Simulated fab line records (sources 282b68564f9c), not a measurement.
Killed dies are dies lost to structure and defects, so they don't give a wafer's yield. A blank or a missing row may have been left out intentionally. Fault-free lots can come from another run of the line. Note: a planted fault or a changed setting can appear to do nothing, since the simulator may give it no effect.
fab line records	flow ritCmos	part 2 of 2: steps 30 to 39 of 39
record lots=5	wafers=15	lastDay=6
route steps=202 shown ACTIVE@10 FOX1@20 FOX2@23 NWELL@28 PWELL@39
lots that met no fault: taken from a fault-free run of the same line
startH: hours from the record's opening day to when the first of the lot's shown wafers began	waitH: time in hours since the lot's previous step	" identical to the entry in the row above	L1.1+2: a row that stands for several wafers	- value missing, or start not given	* or withheld: withheld	< > ~ a bound
route shown NAME@n: a module of which the file shows steps, and the number in the route of the first	usual: mean/standard deviation taken from wafers without a fault	same: alike in all rows	chamber/n: place in a boat	sites: each site's reading	_std_site: the values' standard deviation	_edge_site: mean of outer sites minus mean of inner sites	radiusMm: for every site, how far away it sits from the centre of the wafer	mask NAME#n: copy n	behind: the tool/chamber that last shaped the wafer	hold: the reason the lot was held/the length of the hold in hours/how it ended	device: which transistor (n, p or np) failed to switch	end of line: tests of these same wafers at the route's end	for a step that has no rows: nothing shown but its recipe	killed: at the first sort, the dies lost to defects and structure; wafer yield is something else	map: dies across one wafer; x = killed, . = not, _ = none there
set.NAME: the setting that was run; set.NAME@STEP: the one run at that earlier step	model.NAME: the simulator's own value behind a step, which no gauge read
lots at selected steps of the route; one table per step, one row per wafer
services: a tool's chamber out of use, with start hour (startH, from the record's first day; less than 0 if before it), hours out, and reason
## steps
# step RIT_PWELL_HMDS_00
# recipe primeTimeS=60	primeTempC=140
# usual resistLineTempC=22.99/0.099
lot.wafer	tool	chamber	startH	waitH	resistLineTempC
L082.1	lithoTrack-02	0	61.17	0.1	22.94
L082.3	"	0	"	"	22.84
L082.4	"	0	"	"	22.85
L083.3	lithoTrack-04	0	67.12	0.1	22.95
L083.5	"	0	"	"	23.01
L083.6	"	0	"	"	22.99
L087.1	lithoTrack-02	0	86.12	0.1	23.00
L087.4	"	0	"	"	23.18
L087.6	"	0	"	"	22.98
L089.1	lithoTrack-01	0	95.93	0.1	23.03
L089.4	"	0	"	"	23.06
L089.6	"	0	"	"	23.07
L093.2	lithoTrack-01	0	116.64	0.1	22.92
L093.4	"	0	"	"	22.99
L093.6	"	0	"	"	22.88
# step RIT_PWELL_COAT_01
# recipe resist=NOVOLAK	spinRpm=2000	resistThkNm=1300
# usual resistLineTempC=23.00/0.11
lot.wafer	tool	chamber	startH	waitH	resistLineTempC
L082.1	lithoTrack-02	0	61.32	0.1	22.99
L082.3	"	0	"	"	22.90
L082.4	"	0	"	"	22.99
L083.3	lithoTrack-04	0	67.27	0.1	22.97
L083.5	"	0	"	"	22.96
L083.6	"	0	"	"	23.00
L087.1	lithoTrack-02	0	86.27	0.1	22.88
L087.4	"	0	"	"	22.86
L087.6	"	0	"	"	22.98
L089.1	lithoTrack-01	0	96.08	0.1	23.07
L089.4	"	0	"	"	22.95
L089.6	"	0	"	"	23.03
L093.2	lithoTrack-01	0	116.79	0.1	22.87
L093.4	"	0	"	"	23.10
L093.6	"	0	"	"	23.02
# step RIT_PWELL_SOFTBAKE_02
# recipe resist=NOVOLAK	tempC=90	timeS=60
# usual resistLineTempC=23.02/0.1
# same timeS=60
lot.wafer	tool	chamber	startH	waitH	resistLineTempC
L082.1	lithoTrack-02	0	61.47	0.1	23.03
L082.3	"	0	"	"	23.02
L082.4	"	0	"	"	23.02
L083.3	lithoTrack-04	0	67.42	0.1	22.98
L083.5	"	0	"	"	22.73
L083.6	"	0	"	"	22.80
L087.1	lithoTrack-02	0	86.42	0.1	23.05
L087.4	"	0	"	"	23.12
L087.6	"	0	"	"	23.04
L089.1	lithoTrack-01	0	96.23	0.1	22.95
L089.4	"	0	"	"	22.99
L089.6	"	0	"	"	22.96
L093.2	lithoTrack-01	0	116.94	0.1	22.99
L093.4	"	0	"	"	22.98
L093.6	"	0	"	"	23.02
# step RIT_PWELL_EXPOSE_03
# recipe maskId=M3	na=0.57	targetCdNm=43700	doseMj=250
lot.wafer	tool	chamber	startH	waitH	mask
L082.1+3+4	ilineStepper-02	0	61.62	0.1	M3#0
L083.3+5+6	ilineStepper-01	0	67.69	0.2	M3#0
L087.1+4+6	ilineStepper-01	0	86.69	0.2	M3#0
L089.1+4+6	ilineStepper-02	0	96.38	0.1	M3#0
L093.2+4+6	ilineStepper-01	0	117.08	0.1	M3#0
# step RIT_PWELL_PEB_04
# recipe resist=NOVOLAK	tempC=withheld	timeS=withheld
# usual resistLineTempC=*
lot.wafer	tool	chamber	startH	waitH	resistLineTempC
L082.1	lithoTrack-04	0	61.73	0.1	*
L082.3	"	0	"	"	*
L082.4	"	0	"	"	*
L083.3	lithoTrack-02	0	67.89	0.2	*
L083.5	"	0	"	"	*
L083.6	"	0	"	"	*
L087.1	lithoTrack-04	0	87.10	0.4	*
L087.4	"	0	"	"	*
L087.6	"	0	"	"	*
L089.1	lithoTrack-04	0	96.49	0.1	*
L089.4	"	0	"	"	*
L089.6	"	0	"	"	*
L093.2	lithoTrack-04	0	117.22	0.1	*
L093.4	"	0	"	"	*
L093.6	"	0	"	"	*
# step RIT_PWELL_DEVELOP_05
# recipe resist=NOVOLAK	developTimeS=68	devTempC=23
# usual resistLineTempC=23.00/0.092
lot.wafer	tool	chamber	startH	waitH	resistLineTempC
L082.1	lithoTrack-04	0	-	-	22.96
L082.3	"	0	"	"	22.99
L082.4	"	0	"	"	22.90
L083.3	lithoTrack-02	0	-	-	23.14
L083.5	"	0	"	"	22.91
L083.6	"	0	"	"	23.02
L087.1	lithoTrack-04	0	-	-	22.96
L087.4	"	0	"	"	22.92
L087.6	"	0	"	"	23.11
L089.1	lithoTrack-04	0	-	-	23.07
L089.4	"	0	"	"	23.02
L089.6	"	0	"	"	22.92
L093.2	lithoTrack-04	0	-	-	22.98
L093.4	"	0	"	"	22.96
L093.6	"	0	"	"	22.98
# step RIT_PWELL_OVL_MEAS_06
# usual PWELL_OVL=1.1/1.6
lot.wafer	tool	chamber	startH	waitH	PWELL_OVL[nm]
L082.1	overlay-02	-	62.05	-	2.1
L082.3	"	-	"	"	2.5
L082.4	"	-	"	"	1.2
L083.3	overlay-02	-	68.16	-	0.5
L083.5	"	-	"	"	0.4
L083.6	"	-	"	"	0.5
L087.1	overlay-01	-	87.41	-	2.9
L087.4	"	-	"	"	3.8
L087.6	"	-	"	"	2.9
L089.1	overlay-01	-	96.81	-	0.6
L089.4	"	-	"	"	0.6
L089.6	"	-	"	"	0.7
L093.2	overlay-01	-	117.52	-	-1.7
L093.4	"	-	"	"	-1.1
L093.6	"	-	"	"	-1.3
# step RIT_PWELL_HARDBAKE_07
# recipe resist=NOVOLAK	tempC=140	timeS=120
# usual resistLineTempC=23.00/0.11
# same timeS=120
lot.wafer	tool	chamber	startH	waitH	resistLineTempC
L082.1	lithoTrack-01	0	62.08	0.0	23.10
L082.3	"	0	"	"	22.91
L082.4	"	0	"	"	22.91
L083.3	lithoTrack-02	0	68.27	0.1	22.89
L083.5	"	0	"	"	22.83
L083.6	"	0	"	"	22.78
L087.1	lithoTrack-04	0	87.44	0.0	22.89
L087.4	"	0	"	"	23.07
L087.6	"	0	"	"	23.14
L089.1	lithoTrack-04	0	96.84	0.0	22.88
L089.4	"	0	"	"	22.98
L089.6	"	0	"	"	22.95
L093.2	lithoTrack-02	0	117.59	0.1	22.88
L093.4	"	0	"	"	22.92
L093.6	"	0	"	"	23.09
# step RIT_PWELL_IMPLANT_08
# recipe species=B	energyKev=170	doseCm2=7e+13	tiltDeg=7
# usual endStationPressureTorr=5.17e-06/2.7e-07
lot.wafer	tool	chamber	startH	waitH	endStationPressureTorr
L082.1	implanter-04	0	62.33	0.2	4.97e-06
L082.3	"	0	"	"	5.5e-06
L082.4	"	0	"	"	4.89e-06
L083.3	implanter-04	0	68.49	0.2	5.38e-06
L083.5	"	0	"	"	4.79e-06
L083.6	"	0	"	"	5.25e-06
L087.1	implanter-03	0	87.69	0.2	5.15e-06
L087.4	"	0	"	"	5.62e-06
L087.6	"	0	"	"	5.24e-06
L089.1	implanter-04	0	97.09	0.2	5.19e-06
L089.4	"	0	"	"	5.42e-06
L089.6	"	0	"	"	5.33e-06
L093.2	implanter-04	0	117.82	0.2	5.14e-06
L093.4	"	0	"	"	5.33e-06
L093.6	"	0	"	"	5.21e-06
# step RIT_PWELL_STRIP_09
# recipe chemistry=O2	timeS=180	resist=NOVOLAK	platenTempC=withheld	powerW=500	pressureMtorr=4000	o2FlowSccm=4000
# usual drypumpMotorCurrentA=5.8/0.42
# same timeS=180
lot.wafer	tool	chamber	startH	waitH	drypumpMotorCurrentA	rfHoursCounterH
L082.1	plasmaAsher-03	1	62.48	0.1	5.5	29
L082.3	"	1	"	"	5.5	-
L082.4	"	0	"	"	6.3	-
L083.3	plasmaAsher-03	0	68.64	0.1	6.3	-
L083.5	"	1	"	"	5.5	-
L083.6	"	0	"	"	6.3	-
L087.1	plasmaAsher-03	0	87.84	0.1	6.3	32
L087.4	"	1	"	"	5.5	-
L087.6	"	0	"	"	6.3	-
L089.1	plasmaAsher-04	1	97.24	0.1	6.1	48
L089.4	"	0	"	"	6.3	-
L089.6	"	1	"	"	6.1	-
L093.2	plasmaAsher-04	1	117.95	0.1	6.1	51
L093.4	"	1	"	"	6.1	-
L093.6	"	0	"	"	6.3	-
## services
tool	chamber	startH	hours	kind
furnace-03	-	31.35	3.0	pm
implanter-02	-	43.73	0.7	repair
implanter-03	-	44.16	9.5	repair
wetBench-04	-	46.02	2.9	repair
plasmaAsher-01	-	46.76	12.8	repair
ilineStepper-02	-	47.05	1.7	pm
rieDiel-02	2	48.25	9.4	repair
rieDiel-02	-	62.39	2.6	repair
implanter-04	-	65.94	1.4	repair
plasmaAsher-02	-	69.46	7.5	repair
furnace-02	-	72.28	2.9	pm
rieDiel-04	2	81.07	4.4	repair
furnace-04	-	83.67	3.8	pm
implanter-04	-	86.29	2.8	repair
furnace-02	-	87.88	3.8	pm
plasmaAsher-03	-	93.85	2.8	pm
rieDiel-03	1	99.89	-	clean
rieDiel-04	-	103.65	0.6	repair
rieDiel-03	-	106.14	1.3	repair
plasmaAsher-02	-	108.75	9.0	pm
plasmaAsher-02	0	108.75	9.0	ventCycle
plasmaAsher-02	1	108.75	9.0	ventCycle
plasmaAsher-02	0	117.75	-	clean
plasmaAsher-02	1	117.75	-	clean
